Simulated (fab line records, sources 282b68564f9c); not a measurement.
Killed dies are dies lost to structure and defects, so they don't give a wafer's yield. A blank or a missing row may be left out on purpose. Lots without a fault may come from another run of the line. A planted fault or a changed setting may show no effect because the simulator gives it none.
fab line records | flow rit_cmos
record lots=7 wafers=21 last_day=7
route steps=202 shown ACTIVE@1 FOX1@20 M1@202
lots that met no fault: from a run of the same line without faults
start_h: hours from the record's first day to the start of the lot's first wafer shown | wait_h: hours since the lot's step before | " the same as in the row above | L1.1+2: a row that stands for several wafers | - no value, or no start given | * or withheld: withheld | < > ~ a bound
route shown NAME@n: a module of which the file shows steps, and the number in the route of the first | usual: mean/standard deviation of fault-free wafers | same: alike in all rows | chamber/n: place in a boat | sites: the reading at each site | _std_site: their standard deviation | _edge_site: outer sites' mean less inner sites' | radius_mm: how far each site lies from the wafer's centre | mask NAME#n: copy n | behind: the tool/chamber that last shaped the wafer | hold: why the lot was held/for how many hours/how that ended | device: the transistor (n, p or np) that didn't switch | end of line: the same wafers' tests at the end of the route | a step without rows: its recipe alone | killed: dies lost to structure and defects at the first sort, not the wafer's yield | map: a wafer's dies, x killed, . not, _ none there
set.NAME: the setting as run; set.NAME@STEP: as run at that earlier step | model.NAME: the simulator's own value behind a step, which no gauge read
lots at some steps of the route; a table a step, a row a wafer
services: from which hour (start_h, from the record's first day; less than 0 if before it) a tool's chamber was out of use, for how many hours, and why
## steps
# step RIT_ACTIVE_BOW_MEAS_00
# recipe mode=bow
# usual INCOMING_BOW=0/6.7
# columns lot.wafer tool chamber start_h wait_h INCOMING_BOW[um]
L490.2 film_metro-03 - 10.02 - 9
L490.5 " - " " -11
L490.6 " - " " 3
L494.2 film_metro-03 - 30.02 - -1
L494.3 " - " " 7
L494.5 " - " " -8
L495.3 film_metro-04 - 35.04 - 4
L495.4 " - " " -2
L495.6 " - " " 2
L497.1 film_metro-03 - 45.00 - -13
L497.3 " - " " -2
L497.4 " - " " -11
L499.1 film_metro-01 - 55.00 - 8
L499.2 " - " " -3
L499.5 " - " " 3
L500.1 film_metro-04 - 60.00 - 1
L500.2 " - " " -2
L500.4 " - " " -2
L509.1 film_metro-04 - 105.00 - -5
L509.3 " - " " -7
L509.6 " - " " -9
# step RIT_ACTIVE_OXIDATION_01
# recipe temp_c=1000 ambient=O2 target_thk_a=468 ox_time_s=3360
# step RIT_ACTIVE_THK_MEAS_02
# recipe reads=SiO2_of_ACTIVE_OXIDATION_01
# usual ACTIVE_OXIDE_THK=46.7/0.8
# columns lot.wafer tool chamber start_h wait_h ACTIVE_OXIDE_THK[nm]
L490.2 film_metro-03 - 12.41 0.0 46.8
L490.5 " - " " 48.1
L490.6 " - " " 47.1
L494.2 film_metro-01 - 32.06 0.0 46.3
L494.3 " - " " 45.5
L494.5 " - " " 45.2
L495.3 film_metro-04 - 38.76 0.0 47.8
L495.4 " - " " 48.1
L495.6 " - " " 48.8
L497.1 film_metro-01 - 47.37 0.0 45.9
L497.3 " - " " 45.9
L497.4 " - " " 45.7
L499.1 film_metro-04 - 57.41 0.0 47.4
L499.2 " - " " 46.9
L499.5 " - " " 47.5
L500.1 film_metro-03 - 63.04 0.0 47.8
L500.2 " - " " 46.0
L500.4 " - " " 47.2
L509.1 film_metro-04 - 109.77 0.0 47.2
L509.3 " - " " 47.2
L509.6 " - " " 47.5
# step RIT_ACTIVE_CVD_03
# recipe material=Si3N4 target_thk_nm=150 temp_c=810 precursor=SiH2Cl2/NH3 time_s=1500 pressure_mtorr=300 sih2cl2_flow_sccm=60 nh3_flow_sccm=150
# usual spike_tc_load_C=833/4.7 zone_power_centre_pct=38.9/2.5 zone_power_load_pct=20.8/2.8
# columns lot.wafer tool chamber start_h wait_h spike_tc_load_C zone_power_centre_pct zone_power_load_pct
L490.2 lpcvd-02 1 12.46 0.0 828 37.5 24.2
L490.5 " 1 " " 829 37.4 24.2
L490.6 " 1 " " 828 37.7 24.5
L494.2 lpcvd-01 0 32.11 0.0 835 43.1 19.2
L494.3 " 0 " " 834 42.8 19.2
L494.5 " 0 " " 834 42.8 19.4
L495.3 lpcvd-02 1 38.80 0.0 828 37.9 24.1
L495.4 " 1 " " 829 37.1 23.8
L495.6 " 1 " " 829 36.8 24.0
L497.1 lpcvd-01 1 47.43 0.1 838 39.1 17.7
L497.3 " 1 " " 837 38.9 17.5
L497.4 " 1 " " 838 40.1 17.7
L499.1 lpcvd-01 1 57.47 0.1 837 39.8 17.7
L499.2 " 1 " " 837 39.0 17.6
L499.5 " 1 " " 838 39.4 17.5
L500.1 lpcvd-01 1 63.10 0.1 837 39.2 17.8
L500.2 " 1 " " 837 39.2 17.8
L500.4 " 1 " " 838 39.7 17.7
L509.1 lpcvd-02 0 109.83 0.1 825 35.5 23.0
L509.3 " 0 " " 825 35.5 22.7
L509.6 " 0 " " 824 34.8 22.7
# step RIT_ACTIVE_THK_MEAS_04
# recipe reads=Si3N4_of_ACTIVE_CVD_03
# usual ACTIVE_NITRIDE_THK=150.8/1.3
# columns lot.wafer tool chamber start_h wait_h hold ACTIVE_NITRIDE_THK[nm]
L490.2 film_metro-04 - 13.88 0.0 - 150.6
L490.5 " - " " - 152.2
L490.6 " - " " - 151.3
L494.2 film_metro-03 - 34.25 0.0 - 153.5
L494.3 " - " " - 152.1
L494.5 " - " " - 153.1
L495.3 film_metro-01 - 40.23 0.0 - 151.1
L495.4 " - " " - 149.8
L495.6 " - " " - 150.5
L497.1 film_metro-04 - 49.55 0.0 await_dispo/0.2h/release 132.5
L497.3 " - " " await_dispo/0.2h/release 132.3
L497.4 " - " " await_dispo/0.2h/release 130.8
L497.1 film_metro-04 - 49.78 0.2 - 132.6
L497.3 " - " " - 132.3
L497.4 " - " " - 130.6
L499.1 film_metro-03 - 59.60 0.0 await_dispo/0.2h/release 131.8
L499.2 " - " " await_dispo/0.2h/release 132.6
L499.5 " - " " await_dispo/0.2h/release 132.5
L499.1 film_metro-03 - 59.90 0.3 - 131.7
L499.2 " - " " - 132.7
L499.5 " - " " - 132.5
L500.1 film_metro-01 - 64.52 0.0 await_dispo/0.2h/release 132.0
L500.2 " - " " await_dispo/0.2h/release 130.4
L500.4 " - " " await_dispo/0.2h/release 131.5
L500.1 film_metro-01 - 64.74 0.2 - 132.0
L500.2 " - " " - 130.5
L500.4 " - " " - 131.6
L509.1 film_metro-03 - 111.95 0.0 - 148.6
L509.3 " - " " - 150.8
L509.6 " - " " - 148.0
# step RIT_ACTIVE_COAT_06
# recipe resist=NOVOLAK spin_rpm=3250 resist_thk_nm=1000
# step RIT_ACTIVE_SOFTBAKE_07
# recipe resist=NOVOLAK temp_c=90 time_s=60
# step RIT_ACTIVE_EXPOSE_08
# recipe mask_id=M1 na=0.6 source_shape=conventional sigma_outer=0.6 target_cd_nm=1400 dose_mj=225
# step RIT_ACTIVE_PEB_09
# recipe resist=NOVOLAK temp_c=withheld time_s=withheld
# step RIT_ACTIVE_DEVELOP_10
# recipe resist=NOVOLAK develop_time_s=50 dev_temp_c=23
# step RIT_ACTIVE_CD_MEAS_11
# recipe target_cd_nm=1400
# usual cd_nm=1399.6/2.7
# columns lot.wafer tool chamber start_h wait_h cd_nm
L490.2 cd_sem-02 - 14.93 - 1401.1
L490.5 " - " " 1402.4
L490.6 " - " " 1403.2
L494.2 cd_sem-01 - 35.29 - 1395.3
L494.3 " - " " 1395.8
L494.5 " - " " 1393.7
L495.3 cd_sem-01 - 41.29 - 1399.1
L495.4 " - " " 1398.4
L495.6 " - " " 1398.2
L497.1 cd_sem-02 - 55.26 - 1398.0
L497.3 " - " " 1398.4
L497.4 " - " " 1396.2
L499.1 cd_sem-02 - 63.29 - 1396.9
L499.2 " - " " 1398.1
L499.5 " - " " 1396.8
L500.1 cd_sem-01 - 68.39 - 1392.8
L500.2 " - " " 1394.0
L500.4 " - " " 1394.7
L509.1 cd_sem-01 - 112.99 - 1398.7
L509.3 " - " " 1401.4
L509.6 " - " " 1401.8
# step RIT_ACTIVE_HARDBAKE_12
# recipe resist=NOVOLAK temp_c=140 time_s=60
# step RIT_ACTIVE_ETCH_13
# recipe stop_on=SiO2 chemistry=SF6 target=Si3N4 time_s=210 over_etch_frac=0.4 SF6_flow_sccm=200 pressure_mtorr=260 rf_w=125 target_depth_a=2100
# usual SF6_flow_sccm=199.9/0.58 drypump_motor_current_A=5.7/0.37 oes_product_au=0.822/0.014 rf_fwd_power_W=124.6/0.39 throttle_valve_pct=7.52/0.11
# columns lot.wafer tool chamber start_h wait_h SF6_flow_sccm drypump_motor_current_A oes_product_au rf_fwd_power_W rf_hours_counter_h throttle_valve_pct
L490.2 rie_diel-04 1 15.18 0.1 200.6 5.9 0.829 124.2 7 7.63
L490.5 " 1 " " 199.8 6.0 0.824 124.1 - 7.63
L490.6 " 3 " " 199.3 5.7 0.826 124.4 - 7.66
L494.2 rie_diel-03 2 35.54 0.1 200.1 5.6 0.818 124.3 81 7.39
L494.3 " 1 " " 200.0 6.2 0.830 124.8 18 7.55
L494.5 " 1 " " 200.0 6.2 0.839 124.6 - 7.53
L495.3 rie_diel-01 1 41.52 0.1 199.9 5.8 0.821 124.9 2 7.41
L495.4 " 3 " " 199.5 5.3 0.820 124.8 111 7.55
L495.6 " 2 " " 200.1 6.0 0.795 124.9 - 7.63
L497.1 rie_diel-04 0 55.65 0.1 200.1 5.2 0.781 123.8 16 7.53
L497.3 " 3 " " 200.0 5.8 0.771 124.5 27 7.64
L497.4 " 2 " " 200.1 5.9 0.759 124.6 1 7.60
L499.1 rie_diel-01 3 63.79 0.1 199.8 5.3 0.769 124.2 111 7.56
L499.2 " 0 " " 199.5 6.1 0.759 124.0 45 7.39
L499.5 " 1 " " 199.3 5.8 0.767 124.9 - 7.41
L500.1 rie_diel-04 0 68.69 0.1 200.1 5.1 0.779 124.4 16 7.54
L500.2 " 3 " " 201.6 5.7 0.766 124.5 27 7.67
L500.4 " 2 " " 199.3 6.0 0.763 124.7 1 7.60
L509.1 rie_diel-01 3 113.26 0.1 199.1 5.3 0.815 125.0 112 7.56
L509.3 " 1 " " 199.8 5.8 0.823 123.8 3 7.41
L509.6 " 0 " " 199.4 6.1 0.809 124.7 - 7.39
# step RIT_ACTIVE_STRIP_14
# recipe chemistry=O2 time_s=180 resist=NOVOLAK platen_temp_c=withheld power_w=500 pressure_mtorr=4000 o2_flow_sccm=4000
# usual drypump_motor_current_A=5.8/0.51
# columns lot.wafer tool chamber start_h wait_h drypump_motor_current_A rf_hours_counter_h
L490.2 plasma_asher-02 0 15.31 0.1 6.5 39
L490.5 " 0 " " 6.5 -
L490.6 " 1 " " 5.9 -
L494.2 plasma_asher-02 0 35.68 0.1 6.5 41
L494.3 " 0 " " 6.5 -
L494.5 " 0 " " 6.5 -
L495.3 plasma_asher-02 0 41.71 0.1 6.5 -
L495.4 " 1 " " 5.9 -
L495.6 " 1 " " 5.8 -
L497.1 plasma_asher-02 0 55.78 0.1 6.5 43
L497.3 " 0 " " 6.5 -
L497.4 " 1 " " 5.9 -
L499.1 plasma_asher-01 1 64.15 0.3 4.9 34
L499.2 " 0 " " 5.3 34
L499.5 " 1 " " 4.9 -
L500.1 plasma_asher-04 1 68.87 0.1 5.9 46
L500.2 " 0 " " 5.3 46
L500.4 " 1 " " 6.0 -
L509.1 plasma_asher-04 0 113.39 0.1 5.3 51
L509.3 " 1 " " 5.9 -
L509.6 " 0 " " 5.3 -
# step RIT_ACTIVE_CD_MEAS_90
# recipe target_cd_nm=1400
# usual cd_nm=1399.8/2.7
# columns lot.wafer tool chamber start_h wait_h cd_nm
L490.2 cd_sem-01 - 15.51 0.1 1401.1
L490.5 " - " " 1402.4
L490.6 " - " " 1404.1
L494.2 cd_sem-01 - 35.87 0.1 1395.6
L494.3 " - " " 1396.0
L494.5 " - " " 1394.0
L495.3 cd_sem-01 - 41.87 0.1 1399.2
L495.4 " - " " 1398.3
L495.6 " - " " 1398.0
L497.1 cd_sem-01 - 56.09 0.2 1397.9
L497.3 " - " " 1398.2
L497.4 " - " " 1396.4
L499.1 cd_sem-02 - 64.33 0.1 1397.5
L499.2 " - " " 1398.1
L499.5 " - " " 1397.1
L500.1 cd_sem-02 - 69.04 0.1 1393.1
L500.2 " - " " 1393.9
L500.4 " - " " 1394.8
L509.1 cd_sem-02 - 113.57 0.1 1398.8
L509.3 " - " " 1401.5
L509.6 " - " " 1401.8
# step RIT_ACTIVE_CLEAN_15
# recipe chemistry=SC1 mix=3:3:50 time_s=600 temp_c=75
# step RIT_ACTIVE_CLEAN_16
# recipe chemistry=dHF dilution=50:1 time_s=30
# step RIT_ACTIVE_CLEAN_17
# recipe chemistry=SC2 mix=3:3:50 time_s=600 temp_c=75 dry=n2_spin
# step RIT_FOX1_OXIDATION_00
# recipe temp_c=1100 ambient=H2O target_thk_a=3507 p_h2o_torr=720 ox_time_s=1130
# usual spike_tc_load_C=1128.8/1.5 tube_center_temp_C_max=1102.8/0.41 zone_power_centre_pct=51.8/1.9 zone_power_load_pct=43.5/0.92
# same ox_time_s=1130
# columns lot.wafer tool chamber start_h wait_h spike_tc_load_C tube_center_temp_C_max zone_power_centre_pct zone_power_load_pct model.SiO2_of_FOX1_OXIDATION_00.thk_nm
L490.2 furnace-01 0 15.97 0.0 1128.8 1102.3 49.3 44.1 353.6
L490.5 " 0 " " 1130.0 1103.5 49.6 43.9 359.6
L490.6 " 0 " " 1130.0 1102.5 49.3 44.7 353.4
L494.2 furnace-01 0 38.45 2.1 1128.8 1102.7 49.1 44.9 352.3
L494.3 " 0 " " 1129.2 1102.9 48.8 44.4 352.4
L494.5 " 0 " " 1128.5 1103.1 49.5 45.4 355.9
L495.3 furnace-04 0 43.05 0.7 1127.5 1103.2 52.1 42.5 344
L495.4 " 0 " " 1128.4 1102.7 51.0 43.5 348
L495.6 " 0 " " 1126.1 1102.7 52.3 43.7 347.4
L497.1 furnace-04 0 57.23 0.6 1125.9 1103.1 52.3 43.1 343.7
L497.3 " 0 " " 1128.2 1102.5 52.4 43.7 347.5
L497.4 " 0 " " 1128.6 1102.4 52.1 43.3 346.8
L499.1 furnace-01 0 65.13 0.2 1128.7 1104.3 49.2 45.2 348.1
L499.2 " 0 " " 1127.6 1102.4 49.9 45.0 347.9
L499.5 " 0 " " 1128.8 1103.4 49.2 44.2 345.6
L500.1 furnace-01 0 70.98 1.0 1128.7 1103.9 48.9 44.6 347.2
L500.2 " 0 " " 1128.1 1103.3 48.8 44.2 349.2
L500.4 " 0 " " 1127.2 1102.4 49.3 45.4 340.4
L509.1 furnace-03 0 117.73 3.7 1128.6 1102.1 53.4 43.0 345.5
L509.3 " 0 " " 1128.8 1102.6 54.4 42.7 344.4
L509.6 " 0 " " 1129.3 1103.0 54.5 43.2 340.6
# step RIT_FOX1_THK_MEAS_01
# recipe reads=SiO2_of_FOX1_OXIDATION_00
# usual FOX1_OXIDE_THK=348/6
# columns lot.wafer tool chamber start_h wait_h FOX1_OXIDE_THK[nm]
L490.2 film_metro-02 - 17.30 0.0 354
L490.5 " - " " 359
L490.6 " - " " 353
L494.2 film_metro-02 - 39.77 0.0 352
L494.3 " - " " 353
L494.5 " - " " 356
L495.3 film_metro-01 - 44.38 0.0 344
L495.4 " - " " 348
L495.6 " - " " 347
L497.1 film_metro-02 - 58.55 0.0 343
L497.3 " - " " 348
L497.4 " - " " 347
L499.1 film_metro-01 - 66.44 0.0 348
L499.2 " - " " 348
L499.5 " - " " 346
L500.1 film_metro-02 - 72.30 0.0 347
L500.2 " - " " 349
L500.4 " - " " 340
L509.1 film_metro-01 - 119.04 0.0 346
L509.3 " - " " 344
L509.6 " - " " 341
# step RIT_M1_PROBE_99
# usual killed_at_contacts=0.1/0.27 killed_at_front_end=7/3.1 killed_dies=7/3.2 killed_open=3.8/2.1 killed_short=3.6/2
# same gross_dies=264 killed_at_M0_to_M3=0 killed_at_M4_up=0 killed_at_back_side=0 killed_at_other=0
# columns lot.wafer tool chamber start_h wait_h killed_at_contacts killed_at_front_end killed_dies killed_open killed_short
L495.3 prober-02 - 87.46 0.2 0 6 6 4 2
L495.4 prober-02 - 87.51 0.2 0 11 11 6 5
L495.6 prober-02 - 87.61 0.2 0 13 13 7 6
L497.1 prober-02 - 105.11 0.1 0 2 2 2 0
L497.3 prober-02 - 105.21 0.2 0 7 7 3 4
L497.4 prober-02 - 105.26 0.2 0 5 5 1 4
L499.1 prober-02 - 108.65 0.1 0 10 10 4 6
L499.2 prober-02 - 108.70 0.1 0 7 7 4 3
L499.5 prober-02 - 108.85 0.2 0 13 13 4 9
L500.1 prober-01 - 118.26 0.1 1 7 8 5 3
L500.2 prober-01 - 118.31 0.1 0 4 4 3 1
L500.4 prober-01 - 118.41 0.2 0 7 7 3 4
# killed by level:class
L495.3 SILICIDE:geometric_particle:open=3 REOX:geometric_particle:short=2 FOX2:geometric_particle:open=1
L495.4 FOX2:geometric_particle:open=2 GATE:geometric_particle:open=2 REOX:geometric_particle:short=2 FOX2:geometric_particle:short=1 GATE:geometric_particle:short=1 SPACER:geometric_particle:short=1 SPACER:geometric_particle:open=1 SILICIDE:geometric_particle:open=1
L495.6 GATE:geometric_particle:short=2 REOX:geometric_particle:short=2 REOX:geometric_particle:open=2 SPACER:geometric_particle:open=2 SILICIDE:geometric_particle:open=2 FOX2:geometric_particle:open=1 FOX2:geometric_particle:short=1 SILICIDE:geometric_particle:short=1
L497.1 FOX2:geometric_particle:open=1 REOX:geometric_particle:open=1
L497.3 SPACER:geometric_particle:open=2 SPACER:geometric_particle:short=2 GATE:geometric_particle:short=1 SILICIDE:geometric_particle:short=1 SILICIDE:geometric_particle:open=1
L497.4 GATE:geometric_particle:short=3 GATE:geometric_particle:open=1 SPACER:geometric_particle:short=1
L499.1 GATE:geometric_particle:short=3 GATE:geometric_particle:open=3 REOX:geometric_particle:short=1 SPACER:geometric_particle:short=1 SPACER:geometric_particle:open=1 SILICIDE:geometric_particle:short=1
L499.2 GATE:geometric_particle:open=2 SPACER:geometric_particle:short=2 FOX2:geometric_particle:open=1 SPACER:geometric_particle:open=1 SILICIDE:geometric_particle:short=1
L499.5 GATE:geometric_particle:short=5 SILICIDE:geometric_particle:short=3 FOX1:geometric_particle:short=1 FOX2:geometric_particle:open=1 GATE:geometric_particle:open=1 REOX:geometric_particle:open=1 SILICIDE:geometric_particle:open=1
L500.1 SILICIDE:geometric_particle:open=2 FOX1:geometric_particle:short=1 GATE:geometric_particle:short=1 GATE:geometric_particle:open=1 REOX:geometric_particle:open=1 SILICIDE:geometric_particle:short=1 CONTACT:geometric_particle:open=1
L500.2 FOX1:geometric_particle:open=2 GATE:geometric_particle:open=1 GATE:geometric_particle:short=1
L500.4 FOX2:geometric_particle:short=2 GATE:geometric_particle:short=2 GATE:geometric_particle:open=2 SPACER:geometric_particle:open=1
## services
# columns tool chamber start_h hours kind
furnace-01 - -7.10 4.1 pm
furnace-03 - -5.05 3.9 pm
furnace-03 - -4.30 4.2 repair
lpcvd-01 - -4.12 1.0 repair
plasma_asher-01 - -1.05 3.0 repair
rie_diel-04 2 3.36 - clean
rie_diel-04 2 3.36 21.9 scheduled_down
rie_diel-04 2 3.36 21.9 vent_cycle
rie_diel-03 3 17.00 - clean
rie_diel-03 3 17.00 - consumable_replace:esc
rie_diel-03 3 17.00 23.3 scheduled_down
rie_diel-03 3 17.00 23.3 vent_cycle
plasma_asher-01 - 54.84 6.3 repair
furnace-01 - 59.65 2.8 pm
lpcvd-01 - 67.23 0.5 repair
furnace-03 - 70.85 2.2 pm
furnace-03 - 85.52 3.0 pm
plasma_asher-02 - 108.75 9.0 pm
plasma_asher-02 0 108.75 9.0 vent_cycle
plasma_asher-02 1 108.75 9.0 vent_cycle
## key
first_sign step=RIT_ACTIVE_THK_MEAS_04 reading=visit direction=added
effect step=RIT_ACTIVE_THK_MEAS_04 reading=ACTIVE_NITRIDE_THK direction=down sigmas=15 usual=150.8 struck=131.8
effect step=RIT_ACTIVE_ETCH_13 reading=oes_product_au direction=down sigmas=3.8 usual=0.822 struck=0.768
model_effect step=RIT_FOX1_OXIDATION_00 value=SiO2_of_FOX1_OXIDATION_00.thk_nm without=349.5 struck=346.3
met_at RIT_ACTIVE_CVD_03
struck_wafers L497.1,L497.3,L497.4,L499.1,L499.2,L499.5,L500.1,L500.2,L500.4
tester_left_out L497,L499,L500
onset_between 32.11 47.43
fault kind=site_profile_drift tool=lpcvd-01 chamber=- onset_h=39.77 steps=RIT_ACTIVE_CVD_03 basis=fraction max_abs_drift=0.27747 slope_share_per_hr=61.661 site_pattern=0,0,0,0,0,-1,-1,-1,-1
# tester_left_out: of these lots the tester's yield and bins aren't shown, on N5 and GAA mostly nor the transistor test; their killed dies are dies lost to structure and defects alone, not to doping, threshold or leakage, so they don't give the yield
